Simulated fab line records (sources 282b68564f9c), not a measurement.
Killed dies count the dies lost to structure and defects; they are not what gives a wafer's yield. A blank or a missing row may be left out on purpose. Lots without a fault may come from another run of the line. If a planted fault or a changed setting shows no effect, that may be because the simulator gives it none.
Struck lot and sound lot, side by side :: flow rit_cmos :: 19 steps out of a route of 202
Sound: the wafers L864.1, L864.2, L864.4. Struck: wafer L860.4. (L860.3, L860.5 of the same lot were not struck and are left out.) The cause comes at the end.
At each step with rows: each side's tool, then ch and its chambers, then its first start. Under that, the readings that differ: sound wafers :: struck wafers :: difference of the means :: sigmas: that difference in standard deviations of wafers without a fault.
alike: words and numbers the same on both sides, and readings whose means are apart by under 2 such deviations; not compared: readings that were withheld, readings missing a value for some wafer, numbers with overlapping values and no deviation given by the record, and bounds like >300 which may hide the same value.
Wherever a step has rows on one side only, a row that says differs or no value, or a row with sigmas, the two part there. Numbers that don't overlap but have no deviation are shown without sigmas and don't part them. A reading missing from all wafers of one side parts the sides only when that side holds two or more wafers.

RIT_M1_SPUTTER_00: material Al, target thk 400 nm, time 500 s.
  sound on pvd_sputter-03 at day 6 12:20; struck on pvd_sputter-04 at day 5 13:32
reading: throttle_valve_pct (%)
sound: 30.4 30.7 29.5
struck: 27.4
difference: -2.8
sigmas: -3
RIT_M1_RS_MEAS_01: the measuring method here is four-point-probe.
  sound on film_metro-04 at day 6 12:38; struck on film_metro-01 at day 5 13:53
  alike: M1_AL_RS
RIT_M1_THK_MEAS_02: measures by xrf.
  sound on film_metro-04 at day 6 12:45; struck on film_metro-01 at day 5 13:59
  alike: M1_AL_THK
then, 6 steps without rows for these wafers: RIT_M1_HMDS_03 (prime time 60 s); RIT_M1_COAT_04 (resist thk 1300 nm); RIT_M1_SOFTBAKE_05 (time 60 s); RIT_M1_EXPOSE_06 (exposes mask M12, target cd 2600 nm); RIT_M1_PEB_07; RIT_M1_DEVELOP_08 (develop time 68 s).
RIT_M1_CD_MEAS_09: target cd 2600 nm.
  sound on cd_sem-02 at day 6 13:41; struck on cd_sem-01 at day 5 15:04
  alike: cd_nm
RIT_M1_OVL_MEAS_10:
  sound on overlay-02 at day 6 13:49; struck on overlay-02 at day 5 15:09
  alike: M1_OVL
then, 1 step without rows for these wafers: RIT_M1_HARDBAKE_11 (time 120 s).
RIT_M1_METAL_ETCH_12: etches Al in Cl2/BCl3, stops on SiO2, time 165 s, target depth 600 nm.
  sound on rie_metal-04 ch 0,1, day 6 14:06; struck on rie_metal-02 ch 0, day 5 15:29
  alike: drypump_motor_current_A, oes_product_au, throttle_valve_pct
  not compared: rf_hours_counter_h
then, 1 step without rows for these wafers: RIT_M1_STRIP_13 (strips in nmp, time 600 s).
RIT_M1_STRIP_14: strips in O2, time 180 s.
  sound on plasma_asher-02 ch 0,1, day 6 14:27; struck on plasma_asher-02 ch 1, day 5 15:49
  alike: drypump_motor_current_A, rf_refl_power_W
  not compared: rf_hours_counter_h
RIT_M1_CD_MEAS_90: target cd 2600 nm.
  sound on cd_sem-02 at day 6 14:38; struck on cd_sem-02 at day 5 15:59
  alike: cd_nm
then, 1 step without rows for these wafers: RIT_M1_ANNEAL_15 (time 1754 s).
RIT_M1_BOW_MEAS_16:
  sound on film_metro-02 at day 6 16:15; struck on film_metro-02 at day 5 17:36
  alike: M1_BOW
RIT_M1_PROBE_99:
  sound on prober-01 at day 6 16:22; struck on prober-02 at day 5 17:50
reading: killed_at_M0_to_M3
sound: 0 0 0
struck: 8
difference: +8
sigmas: +57

reading: killed_at_contacts
sound: 0 0 0
struck: 1
difference: +1
sigmas: +3

reading: model.etest.tester.sort_n_pass
sound: 252 251 258
struck: 249
difference: -5
sigmas: 

reading: model.etest.tester.sort_yield_pct (%)
sound: 95.45 95.08 97.73
struck: 94.32
difference: -1.77
sigmas: 
  alike: defect_limited_yield, killed_at_front_end, killed_dies, killed_open, killed_short, sort_bin_3_pad_short, sort_bin_5_function, sort_bin_6_memory, sort_n_pass, sort_yield_pct
  not compared: model.etest.tester.sort_bin_5_pct

WHERE THEY PART
At RIT_M1_SPUTTER_00 first; at RIT_M1_PROBE_99 last (within this record only).

WHY: what the simulator had put in
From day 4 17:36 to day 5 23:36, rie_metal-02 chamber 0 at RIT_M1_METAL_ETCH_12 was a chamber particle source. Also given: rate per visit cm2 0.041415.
